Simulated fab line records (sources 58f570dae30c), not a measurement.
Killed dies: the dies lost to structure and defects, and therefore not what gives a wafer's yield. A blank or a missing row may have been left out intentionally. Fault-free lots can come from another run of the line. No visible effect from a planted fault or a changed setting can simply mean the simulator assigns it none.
Chamber matching / flow berkeley-cmos170 / UCB170_GATE_ETCH_15 on rie-si-01 has 4 sister chambers
The step etches poly-Si in HBr/Cl2, stops on SiO2, time 56.3 s, target depth 278.2 nm. 18 wafers are shown with their chamber, then 9 later ones without.

## EACH WAFER AND ITS CHAMBER
wafer=L861.2; chamber=1; drypump-motor-current-A (A)=5.3; oes-product-au (a.u.)=0.829; chamber-pressure-mTorr (mTorr)=14.993
wafer=L861.4; chamber=2; drypump-motor-current-A (A)=5.6; oes-product-au (a.u.)=0.818; chamber-pressure-mTorr (mTorr)=15.000
wafer=L861.6; chamber=3; drypump-motor-current-A (A)=5.0; oes-product-au (a.u.)=0.855; chamber-pressure-mTorr (mTorr)=15.020
wafer=L863.2; chamber=1; drypump-motor-current-A (A)=5.3; oes-product-au (a.u.)=0.837; chamber-pressure-mTorr (mTorr)=15.008
wafer=L863.4; chamber=0; drypump-motor-current-A (A)=5.3; oes-product-au (a.u.)=0.802; chamber-pressure-mTorr (mTorr)=15.010
wafer=L863.5; chamber=1; drypump-motor-current-A (A)=5.3; oes-product-au (a.u.)=0.833; chamber-pressure-mTorr (mTorr)=14.995
wafer=L867.1; chamber=1; drypump-motor-current-A (A)=5.3; oes-product-au (a.u.)=0.831; chamber-pressure-mTorr (mTorr)=14.988
wafer=L867.3; chamber=2; drypump-motor-current-A (A)=5.7; oes-product-au (a.u.)=0.805; chamber-pressure-mTorr (mTorr)=14.997
wafer=L867.4; chamber=3; drypump-motor-current-A (A)=5.0; oes-product-au (a.u.)=0.851; chamber-pressure-mTorr (mTorr)=15.005
wafer=L870.1; chamber=2; drypump-motor-current-A (A)=5.7; oes-product-au (a.u.)=0.824; chamber-pressure-mTorr (mTorr)=14.993
wafer=L870.4; chamber=2; drypump-motor-current-A (A)=5.7; oes-product-au (a.u.)=0.810; chamber-pressure-mTorr (mTorr)=15.017
wafer=L870.6; chamber=3; drypump-motor-current-A (A)=5.0; oes-product-au (a.u.)=0.859; chamber-pressure-mTorr (mTorr)=14.989
wafer=L872.3; chamber=0; drypump-motor-current-A (A)=5.3; oes-product-au (a.u.)=0.822; chamber-pressure-mTorr (mTorr)=15.008
wafer=L872.4; chamber=3; drypump-motor-current-A (A)=5.0; oes-product-au (a.u.)=0.853; chamber-pressure-mTorr (mTorr)=15.007
wafer=L872.5; chamber=0; drypump-motor-current-A (A)=5.3; oes-product-au (a.u.)=0.820; chamber-pressure-mTorr (mTorr)=14.982
wafer=L874.1; chamber=2; drypump-motor-current-A (A)=5.7; oes-product-au (a.u.)=0.819; chamber-pressure-mTorr (mTorr)=15.001
wafer=L874.5; chamber=1; drypump-motor-current-A (A)=5.3; oes-product-au (a.u.)=0.839; chamber-pressure-mTorr (mTorr)=14.988
wafer=L874.6; chamber=0; drypump-motor-current-A (A)=5.3; oes-product-au (a.u.)=0.809; chamber-pressure-mTorr (mTorr)=15.017

SIGNATURES, as means of the wafers listed above
reading=drypump-motor-current-A; chamber 0=5.300; chamber 1=5.300; chamber 2=5.680; chamber 3=5.000; scatter within a chamber=0.0239
reading=oes-product-au; chamber 0=0.81325; chamber 1=0.83380; chamber 2=0.81520; chamber 3=0.85450; scatter within a chamber=0.00655
reading=chamber-pressure-mTorr; chamber 0=15.00425; chamber 1=14.99440; chamber 2=15.00160; chamber 3=15.00525; scatter within a chamber=0.0113
Rule: distance of a wafer from a chamber = root of the sum over the readings of ((wafer's reading minus chamber's mean) / reading's scatter) squared. The wafer belongs to the nearest chamber; if the next one is less than 2 further off, it can't be placed. How the scatter is found: for the shown wafers, subtract from each reading the mean of its chamber, square and add these, divide the total by (wafers less chambers), then take the root.

## WAFERS WHOSE CHAMBER IS MISSING
wafer=L875.2; drypump-motor-current-A (A)=5.0; oes-product-au (a.u.)=0.849; chamber-pressure-mTorr (mTorr)=15.004
wafer=L875.3; drypump-motor-current-A (A)=5.3; oes-product-au (a.u.)=0.830; chamber-pressure-mTorr (mTorr)=15.006
wafer=L875.4; drypump-motor-current-A (A)=5.3; oes-product-au (a.u.)=0.841; chamber-pressure-mTorr (mTorr)=14.961
wafer=L882.1; drypump-motor-current-A (A)=5.3; oes-product-au (a.u.)=0.828; chamber-pressure-mTorr (mTorr)=14.984
wafer=L882.4; drypump-motor-current-A (A)=5.3; oes-product-au (a.u.)=0.813; chamber-pressure-mTorr (mTorr)=14.994
wafer=L882.5; drypump-motor-current-A (A)=5.3; oes-product-au (a.u.)=0.834; chamber-pressure-mTorr (mTorr)=14.983
wafer=L883.2; drypump-motor-current-A (A)=5.0; oes-product-au (a.u.)=0.843; chamber-pressure-mTorr (mTorr)=15.006
wafer=L883.5; drypump-motor-current-A (A)=5.0; oes-product-au (a.u.)=0.844; chamber-pressure-mTorr (mTorr)=14.969
wafer=L883.6; drypump-motor-current-A (A)=5.3; oes-product-au (a.u.)=0.836; chamber-pressure-mTorr (mTorr)=15.005

## THE CHAMBER EACH PASSED THROUGH
wafer=L875.2; from the rows above=3; in truth=3
wafer=L875.3; from the rows above=can't be placed: 1 or 0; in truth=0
wafer=L875.4; from the rows above=1; in truth=1
wafer=L882.1; from the rows above=can't be placed: 1 or 0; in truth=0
wafer=L882.4; from the rows above=0; in truth=0
wafer=L882.5; from the rows above=1; in truth=1
wafer=L883.2; from the rows above=3; in truth=3
wafer=L883.5; from the rows above=3; in truth=3
wafer=L883.6; from the rows above=1; in truth=1
Placed correctly: 7 of 9. Cannot be placed on the basis of these rows: 2; the candidates contain the true chamber in 2. Wrongly placed: 0.
